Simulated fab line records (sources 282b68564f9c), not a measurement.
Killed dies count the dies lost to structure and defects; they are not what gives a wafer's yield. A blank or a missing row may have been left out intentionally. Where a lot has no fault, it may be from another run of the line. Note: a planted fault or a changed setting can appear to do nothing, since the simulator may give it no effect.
Comparing a struck lot with a sound one    flow rit_cmos    17 out of 202 route steps
Sound: wafers L913.1, L913.3, L913.6. Wafers L922.1, L922.3, L922.4 were the ones struck. The cause is named last.
Each step with rows lists, per side, the tool, then ch with its chambers, then its first start. Under that, the readings that differ: sound wafers    struck wafers    difference of the means    sigmas: that difference in standard deviations of wafers without a fault.
alike: readings whose means differ by less than 2 such deviations, and words and numbers that are the same on both sides. not compared: withheld readings, readings that some wafer has no value for, bounds like >300 that may hide the same value, and numbers for which the record gives no deviation and whose values overlap.
The two part at a step that has a row with sigmas, a row that says differs or no value, or rows on one side only. When numbers do not overlap yet have no deviation, they are printed without sigmas and do not part them. A reading that every wafer of one side lacks parts them only if that side has two wafers or more.

first, 2 steps without rows for these wafers: RIT_NRETRO_HARDBAKE_07 (time 120 s); RIT_NRETRO_IMPLANT_08.
RIT_NRETRO_STRIP_09: strips in O2, time 180 s.
  sound on plasma_asher-04 ch 0,1, day 3 08:25; struck on plasma_asher-02 ch 0,1, day 5 04:48
  alike: drypump_motor_current_A
  not compared: rf_hours_counter_h
RIT_NRETRO_TW_MEAS_10:
  struck on film_metro-01, day 5 04:59; sound on film_metro-01, day 3 08:36
  alike: NRETRO_TW
then, 6 steps without rows for these wafers: RIT_PRETRO_HMDS_00 (prime time 60 s); RIT_PRETRO_COAT_01 (resist thk 1300 nm); RIT_PRETRO_SOFTBAKE_02 (time 60 s); RIT_PRETRO_EXPOSE_03 (exposes mask M5, target cd 43700 nm); RIT_PRETRO_PEB_04; RIT_PRETRO_DEVELOP_05 (develop time 68 s).
RIT_PRETRO_OVL_MEAS_06:
  struck on overlay-01, day 5 05:55; sound on overlay-02, day 3 09:40
  alike: PRETRO_OVL
then, 1 step without rows for these wafers: RIT_PRETRO_HARDBAKE_07 (time 120 s).
RIT_PRETRO_IMPLANT_08:
  sound on implanter-02 ch 0, day 3 09:57; struck on implanter-03 ch 0, day 5 06:13
reading             sound                             struck                            difference   sigmas
dose_ions_cm2       1.1989e+13 1.1997e+13 1.1993e+13  1.5717e+13 1.5698e+13 1.5703e+13  +3.7130e+12  +99 or more
faraday_current_uA  37.1 37.9 37.7                    50.2 47.9 50.1                    +11.8        +15
  alike: beam_energy_keV, tilt_deg
RIT_PRETRO_STRIP_09: strips in O2, time 180 s.
  sound on plasma_asher-03 ch 0,1, day 3 10:06; struck on plasma_asher-03 ch 0,1, day 5 06:22
  alike: drypump_motor_current_A
  not compared: rf_hours_counter_h
RIT_PRETRO_TW_MEAS_10:
  struck on film_metro-02, day 5 06:32; sound on film_metro-03, day 3 10:16
reading    sound        struck       difference  sigmas
PRETRO_TW  476 477 479  507 514 506  +32         +6
then, 1 step without rows for these wafers: RIT_GATE_WET_ETCH_00 (etches SiO2 in BOE, target depth 56 nm, time 60 s).
RIT_M1_PROBE_99:
  struck on prober-01, day 6 08:22; sound on prober-02, day 4 16:59
reading                                     sound                 struck                difference  sigmas
model.etest.nmos_0p3.r_on_ohm_um            2168 2173 2202        2258 2242 2297        +85         
model.etest.nmos_turned.drive_ua_um         321 326.2 319.2       288.6 286.6 286.3     -35.0       
model.etest.nmos_0p15.drive_ua_um           449.6 459.9 453.8     434.1 438.4 437.7     -17.7       
model.etest.nmos_0p3.drive_ua_um            221.6 222.8 222.8     204 209.4 212.9       -14         
model.etest.nmos_narrow.drive_ua_um         231.3 229.7 228.9     208.5 212.1 216.7     -17.5       
model.etest.nmos_0p15.off_log10_a_um        -10.48 -10.12 -10.25  -11.08 -10.96 -10.75  -0.65       
model.etest.retro_edge_nmos.off_log10_a_um  -10.43 -9.992 -10.24  -10.92 -10.81 -10.5   -0.52       
model.etest.diode_nplus_pwell.bv_v (V)      5.958 5.917 5.969     5.67 5.659 5.751      -0.25       
  alike: killed_at_contacts, killed_at_front_end, killed_dies, killed_on_rim, killed_open, killed_short

## WHERE THEY PART
Earliest at RIT_PRETRO_IMPLANT_08; latest, in this record, at RIT_PRETRO_TW_MEAS_10. Later steps at which nothing parts them and some readings are alike: RIT_M1_PROBE_99.

WHY: whatever the simulator had introduced
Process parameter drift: implanter-03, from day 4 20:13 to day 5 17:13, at RIT_PRETRO_IMPLANT_08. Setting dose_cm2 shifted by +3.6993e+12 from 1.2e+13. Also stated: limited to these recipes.
